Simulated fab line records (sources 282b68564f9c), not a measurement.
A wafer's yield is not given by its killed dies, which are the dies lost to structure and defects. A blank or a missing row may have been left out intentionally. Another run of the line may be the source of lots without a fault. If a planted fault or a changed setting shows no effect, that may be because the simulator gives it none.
Which of the tools did it? || flow ritCmos || 7 lots with 21 wafers sampled at 2 steps, on a route of 202 steps

== WHAT EACH GAUGE READ, for each wafer ==
RIT_SDANNEAL_RS_MEAS_05: measurement is done with a four-point probe.
{"lot": "L747", "measured": "day 3 16:48", "on": "filmMetro-02", "NSD_RS (ohm/sq)": "84.91 85.00 84.82"}
{"lot": "L750", "measured": "day 4 06:07", "on": "filmMetro-03", "NSD_RS (ohm/sq)": "84.82 84.51 84.95"}
{"lot": "L752", "measured": "day 4 13:24", "on": "filmMetro-03", "NSD_RS (ohm/sq)": "84.98 84.58 84.55"}
{"lot": "L754", "measured": "day 4 22:51", "on": "filmMetro-02", "NSD_RS (ohm/sq)": "84.38 84.21 84.45"}
{"lot": "L757", "measured": "day 5 16:37", "on": "filmMetro-02", "NSD_RS (ohm/sq)": "84.44 84.61 84.71"}
{"lot": "L759", "measured": "day 6 01:57", "on": "filmMetro-03", "NSD_RS (ohm/sq)": "84.61 84.40 84.35"}
{"lot": "L767", "measured": "day 7 16:37", "on": "filmMetro-02", "NSD_RS (ohm/sq)": "84.38 84.32 84.19"}

== WHICH TOOL RAN EACH LOT (tool, then ch and the chambers of the sampled wafers, then the start) ==
{"lot": "L747", "RIT_GATE_ETCH_19": "rieSi-02 ch 1,2, day 3 04:03"}
{"lot": "L750", "RIT_GATE_ETCH_19": "rieSi-01 ch 1,2, day 3 17:35"}
{"lot": "L752", "RIT_GATE_ETCH_19": "rieSi-01 ch 0,3, day 4 01:01"}
{"lot": "L754", "RIT_GATE_ETCH_19": "rieSi-01 ch 0,1, day 4 10:14"}
{"lot": "L757", "RIT_GATE_ETCH_19": "rieSi-02 ch 0,1,3, day 5 01:56"}
{"lot": "L759", "RIT_GATE_ETCH_19": "rieSi-02 ch 0,2,3, day 5 12:08"}
{"lot": "L767", "RIT_GATE_ETCH_19": "rieSi-02 ch 0,2, day 7 02:35"}
- RIT_GATE_ETCH_19: etches poly-Si in SF6/CHF3/O2, stops on SiO2, time 165 s, target depth 312.5 nm.

== THE ANSWER, worked out from the rows above alone ==
Rule: what is usual is taken from the lots themselves. Put in order of their means at a reading, lots are off if they are a third of the lots or fewer, leave a main group of 4 or more, and stand apart from it by a gap of 3 or more times the standard deviation of the main group's means; of several such gaps the widest counts. If all means in a main group match to the digits the tables above print for the reading, that group is not used. Also off: a lot with no number at a reading for which 4 or more lots have one. Any other lot the step has rows for is counted as sound.
Across all readings shown, no lot is off: no conclusion can be drawn from this.

== WHAT THE SIMULATOR HAD INSERTED ==
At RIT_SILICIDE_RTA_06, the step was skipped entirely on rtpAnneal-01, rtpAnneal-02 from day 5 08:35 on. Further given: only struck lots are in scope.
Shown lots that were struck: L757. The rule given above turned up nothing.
